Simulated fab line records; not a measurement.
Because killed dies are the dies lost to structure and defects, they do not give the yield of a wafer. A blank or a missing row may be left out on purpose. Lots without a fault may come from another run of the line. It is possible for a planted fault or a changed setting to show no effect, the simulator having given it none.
Split-lot experiment -- flow berkeleyCmos170 -- 23 wafers read across 5 lots, on a route 331 steps long

THE SPLIT
At UCB170_V2_COAT_07 (resist thk 900 nm), the setting resistThkNm was moved away from the recipe's 900 nm on 9 of the 23 wafers read, by -4.2% to +4.0%. The other wafers ran this setting at the recipe's value.

The split's own step is where the reading is taken.

THE READING
KrF_of_V2_COAT_07.thkNm (the simulator's own value, which no gauge read), in nm, at UCB170_V2_COAT_07 (resist thk 900 nm). No usual value for it is given in the file. Across the 14 wafers here that went through the recipe, the average is 900.6 nm and the standard deviation 1.7 nm.

wafer,"tool, chamber at the split","resistThkNm as run, nm",against the recipe,"KrF_of_V2_COAT_07.thkNm, nm",against lot-mates on the recipe
L076.1,"lithoTrack-03, 0",862.4,-4.2%,860.1,-37.8
L076.2,"lithoTrack-03, 0",900,recipe,897.3,-
L076.3,"lithoTrack-03, 0",900,recipe,900,-
L076.5,"lithoTrack-03, 0",900,recipe,896.5,-
L076.6,"lithoTrack-03, 0",862.4,-4.2%,860.8,-37.1
L080.1,"lithoTrack-01, 0",921.7,+2.4%,926.9,+24.7
L080.2,"lithoTrack-01, 0",900,recipe,901.9,-
L080.3,"lithoTrack-01, 0",900,recipe,902.3,-
L080.4,"lithoTrack-01, 0",921.7,+2.4%,922.3,+20.1
L080.6,"lithoTrack-01, 0",900,recipe,902.4,-
L081.2,"lithoTrack-04, 0",900,recipe,902.4,-
L081.3,"lithoTrack-04, 0",882.3,-2.0%,883,-18.6
L081.4,"lithoTrack-04, 0",882.3,-2.0%,883.9,-17.7
L081.5,"lithoTrack-04, 0",900,recipe,901.4,-
L081.6,"lithoTrack-04, 0",900,recipe,900.9,-
L082.1,"lithoTrack-03, 0",900,recipe,901.6,-
L082.4,"lithoTrack-03, 0",900,recipe,900.7,-
L082.6,"lithoTrack-03, 0",900,recipe,900,-
L083.1,"lithoTrack-03, 0",936.2,+4.0%,936.8,+36.4
L083.2,"lithoTrack-03, 0",936.2,+4.0%,938.3,+37.9
L083.4,"lithoTrack-03, 0",900,recipe,900.7,-
L083.5,"lithoTrack-03, 0",900,recipe,900.1,-
L083.6,"lithoTrack-03, 0",936.2,+4.0%,936.5,+36.1

THE FIT
A straight line over all 23 wafers: KrF_of_V2_COAT_07.thkNm changes by +9.34 nm for each +1% of resistThkNm; r = +1.00; the points scatter about the line by 1.8 nm.
The same after taking each lot's own level away (the mean of its wafers on the recipe; 23 wafers): +9.11 nm for each +1%; r = +1.00; scatter 1.1 nm.
On that fit, the largest move of resistThkNm shifts the reading by 38 nm.
Measured against the standard deviation above, the lots' own levels, which go from 897.93 to 902.20 nm, span 2.5 times it.
Consequently the slope shifts little with the lot-to-lot level, the two slopes agreeing.
Check: for one of the wafers moved furthest among these (-4.2%), held out of the fit, the line's prediction against its lot-mates is -38 nm. It came out at -37.8 nm against them.

THE FILE'S OWN FIT
KrF_of_V2_COAT_07.thkNm changes by +9.1 nm for each +1% of resistThkNm, r = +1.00.
